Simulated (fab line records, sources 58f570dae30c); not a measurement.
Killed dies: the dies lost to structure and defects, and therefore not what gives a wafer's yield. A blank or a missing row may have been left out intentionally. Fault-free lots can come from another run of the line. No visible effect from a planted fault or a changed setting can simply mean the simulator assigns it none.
fab line records | flow berkeley_cmos170
[record] lots = 14 wafers = 42 last_day = 11
route steps=331 shown NWELL@30 NVT@110 PLDD@152
lots that met no fault: taken from a fault-free run of the same line
start_h: hours from the record's first day to the start of the lot's first wafer shown | wait_h: hours from the lot's prior step to this one | " repeats the value in the row above | L1.1+2: several wafers, shown together as one row | - no value present, or no start provided | * or withheld: withheld | < > ~ a bound
route shown NAME@n: a module of which the file shows steps, and the number in the route of the first | usual: mean/standard deviation of fault-free wafers | same: alike in all rows | chamber/n: place in a boat | sites: readings site by site | _std_site: standard deviation of those values | _edge_site: mean of outer sites minus mean of inner sites | radius_mm: how far each site lies from the wafer's centre | mask NAME#n: copy n | behind: the last tool/chamber to shape the wafer | hold: why the lot was held/for how many hours/how that ended | device: names the non-switching transistor (n, p or np) | end of line: the route-end tests of the same wafers | where a step has no rows: the recipe by itself | killed: the dies lost at the first sort to structure and to defects; this is not the yield of the wafer | map: per-die view of a wafer (x killed, . not killed, _ where there is no die)
set.NAME: the setting as run; set.NAME@STEP: as run at that earlier step | model.NAME: the simulator's own value behind a step, which no gauge read
one table for each step of the route and one row for each wafer, over a sample of lots
services: from which hour (start_h, from the record's first day; less than 0 if before it) a tool's chamber was out of use, for how many hours, and why
[[steps]]
[step UCB170_NWELL_TW_MEAS_16]
[usual] NWELL_TW = 1257/17
// columns lot.wafer tool chamber start_h wait_h NWELL_TW
L903.2 film_metro-03 - 32.32 0.1 1265
L903.3 " - " " 1261
L903.4 " - " " 1266
L904.1 film_metro-04 - 32.68 0.1 1245
L904.2 " - " " 1240
L904.4 " - " " 1246
L905.2 film_metro-01 - 42.17 0.1 1225
L905.5 " - " " 1225
L905.6 " - " " 1230
L906.2 film_metro-03 - 48.74 0.1 1273
L906.3 " - " " 1273
L906.4 " - " " 1279
L908.3 film_metro-04 - 55.78 0.1 1240
L908.5 " - " " 1242
L908.6 " - " " 1243
L907.1 film_metro-03 - 55.85 0.1 1269
L907.3 " - " " 1263
L907.6 " - " " 1264
L909.3 film_metro-01 - 64.14 0.1 1227
L909.5 " - " " 1231
L909.6 " - " " 1234
L910.1 film_metro-03 - 69.18 0.1 1268
L910.3 " - " " 1271
L910.4 " - " " 1271
L916.1 film_metro-04 - 102.85 0.1 1244
L916.4 " - " " 1238
L916.6 " - " " 1249
L918.1 film_metro-04 - 109.89 0.1 1236
L918.2 " - " " 1248
L918.5 " - " " 1245
L920.1 film_metro-03 - 119.58 0.1 1279
L920.2 " - " " 1279
L920.6 " - " " 1278
L921.4 film_metro-03 - 122.82 0.1 1281
L921.5 " - " " 1276
L921.6 " - " " 1274
L923.3 film_metro-01 - 132.00 0.1 1234
L923.5 " - " " 1235
L923.6 " - " " 1236
L924.3 film_metro-04 - 137.70 0.1 1250
L924.4 " - " " 1246
L924.6 " - " " 1245
[step UCB170_NVT_OVL_MEAS_06]
[usual] NVT_OVL = 1/4.9
// columns lot.wafer tool chamber start_h wait_h NVT_OVL[nm]
L904.1 overlay-02 - 109.69 - 16
L904.2 " - " " 6
L904.4 " - " " 10
L903.2 overlay-02 - 109.78 - 1
L903.3 " - " " -5
L903.4 " - " " -2
L905.2 overlay-01 - 122.46 - -7
L905.5 " - " " -2
L905.6 " - " " 4
L906.2 overlay-01 - 128.31 - -1
L906.3 " - " " -5
L906.4 " - " " 0
L907.1 overlay-02 - 137.84 - 7
L907.3 " - " " 6
L907.6 " - " " 0
L908.3 overlay-01 - 137.85 - 5
L908.5 " - " " 6
L908.6 " - " " 9
L909.3 overlay-01 - 146.11 - 5
L909.5 " - " " -4
L909.6 " - " " 2
L910.1 overlay-02 - 146.25 - 4
L910.3 " - " " 7
L910.4 " - " " 2
L916.1 overlay-02 - 175.57 - -6
L916.4 " - " " -4
L916.6 " - " " -3
L918.1 overlay-02 - 179.20 - -7
L918.2 " - " " -6
L918.5 " - " " -1
L920.1 overlay-02 - 194.88 - 6
L920.2 " - " " 4
L920.6 " - " " 3
L921.4 overlay-01 - 195.38 - 4
L921.5 " - " " -3
L921.6 " - " " 8
L923.3 overlay-02 - 204.52 - 1
L923.5 " - " " 7
L923.6 " - " " 6
L924.3 overlay-01 - 213.92 - -1
L924.4 " - " " -1
L924.6 " - " " 2
[step UCB170_PLDD_OVL_MEAS_07]
[usual] PLDD_OVL = -4/5.7
// columns lot.wafer tool chamber start_h wait_h PLDD_OVL[nm]
L903.2 overlay-01 - 128.57 0.1 -2
L903.3 " - " " -6
L903.4 " - " " 0
L904.1 overlay-02 - 129.14 0.1 -6
L904.2 " - " " -11
L904.4 " - " " -6
L905.2 overlay-02 - 139.89 0.1 10
L905.5 " - " " 13
L905.6 " - " " 4
L906.2 overlay-02 - 147.40 0.1 -5
L906.3 " - " " -8
L906.4 " - " " -5
L907.1 overlay-01 - 153.08 0.1 -9
L907.3 " - " " -9
L907.6 " - " " -6
L908.3 overlay-01 - 153.31 0.1 -6
L908.5 " - " " -3
L908.6 " - " " -7
L909.3 overlay-01 - 161.71 0.1 -6
L909.5 " - " " -4
L909.6 " - " " -10
L910.1 overlay-01 - 161.93 0.1 -5
L910.3 " - " " 2
L910.4 " - " " 2
L916.1 overlay-02 - 190.33 0.1 -3
L916.4 " - " " 3
L916.6 " - " " -6
L918.1 overlay-01 - 196.96 0.1 -4
L918.2 " - " " -5
L918.5 " - " " -5
L920.1 overlay-01 - 213.21 0.1 -4
L920.2 " - " " -9
L920.6 " - " " -11
L921.4 overlay-02 - 213.77 0.1 4
L921.5 " - " " -1
L921.6 " - " " 5
L923.3 overlay-01 - 218.50 0.1 7
L923.5 " - " " 8
L923.6 " - " " 0
L924.3 overlay-01 - 232.08 0.1 -15
L924.4 " - " " -15
L924.6 " - " " -9
[step UCB170_PLDD_IMPLANT_09]
[recipe] species = BF2 dose_cm2 = 5e+13 energy_kev = 10 tilt_deg = 7 rotation_deg = 180
[usual] beam_energy_keV = 10.000/0.0032
// columns lot.wafer tool chamber start_h wait_h beam_energy_keV
L903.2 implanter-02 0 128.77 0.1 10.000
L903.3 " 0 " " 10.000
L903.4 " 0 " " 10.003
L904.1 implanter-01 0 129.32 0.1 10.003
L904.2 " 0 " " 9.997
L904.4 " 0 " " 10.001
L905.2 implanter-04 0 140.10 0.1 9.999
L905.5 " 0 " " 9.998
L905.6 " 0 " " 10.000
L906.2 implanter-02 0 147.60 0.1 9.997
L906.3 " 0 " " 10.001
L906.4 " 0 " " 9.993
L907.1 implanter-02 0 153.26 0.1 9.997
L907.3 " 0 " " 9.999
L907.6 " 0 " " 10.002
L908.3 implanter-01 0 153.54 0.1 10.000
L908.5 " 0 " " 9.991
L908.6 " 0 " " 10.000
L909.3 implanter-04 0 161.93 0.1 9.997
L909.5 " 0 " " 9.995
L909.6 " 0 " " 10.001
L910.1 implanter-01 0 162.12 0.1 9.999
L910.3 " 0 " " 9.998
L910.4 " 0 " " 9.999
L916.1 implanter-02 0 190.51 0.1 10.143
L916.4 " 0 " " 10.148
L916.6 " 0 " " 10.148
L918.1 implanter-02 0 197.15 0.1 10.146
L918.2 " 0 " " 10.142
L918.5 " 0 " " 10.144
L920.1 implanter-04 0 213.39 0.1 9.994
L920.2 " 0 " " 10.002
L920.6 " 0 " " 9.993
L921.4 implanter-01 0 214.02 0.1 9.999
L921.5 " 0 " " 9.991
L921.6 " 0 " " 9.997
L923.3 implanter-04 0 218.72 0.1 10.001
L923.5 " 0 " " 10.004
L923.6 " 0 " " 10.005
L924.3 implanter-01 0 232.30 0.1 10.002
L924.4 " 0 " " 9.999
L924.6 " 0 " " 10.004
[[services]]
// columns tool chamber start_h hours kind
implanter-01 - 135.38 0.8 repair
implanter-01 - 148.07 0.8 repair
implanter-04 - 220.82 2.1 repair
implanter-01 - 221.76 6.0 repair
implanter-01 - 225.79 1.3 repair
[[key]]
[first_sign] step = UCB170_PLDD_IMPLANT_09 reading = beam_energy_keV direction = up sigmas = 46 usual = 10.000 struck = 10.145
effect none on later readings
met_at UCB170_PLDD_IMPLANT_09
struck_lots L916,L918
tester_left_out L916,L918
[loop_trim] step = UCB170_PLDD_EXPOSE_03 setting = dose lots = L916
not_acting_at UCB170_NWELL_TW_MEAS_16,UCB170_NVT_OVL_MEAS_06,UCB170_PLDD_OVL_MEAS_07
onset_between 153.26 190.51
[fault] kind = process_parameter_drift tool = implanter-02 chamber = - onset_h = 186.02 steps = UCB170_PLDD_IMPLANT_09 channel = energy_kev offset = 0.14371 shape = step end_h = 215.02 acts_in = these_recipes_only stated = 10
// tester_left_out: of these lots the tester's yield and bins aren't shown, on N5 and GAA mostly nor the transistor test; their killed dies are dies lost to structure and defects alone, not to doping, threshold or leakage, so they don't give the yield
// loop_trim: a control loop set the setting to another value than it would have without faults
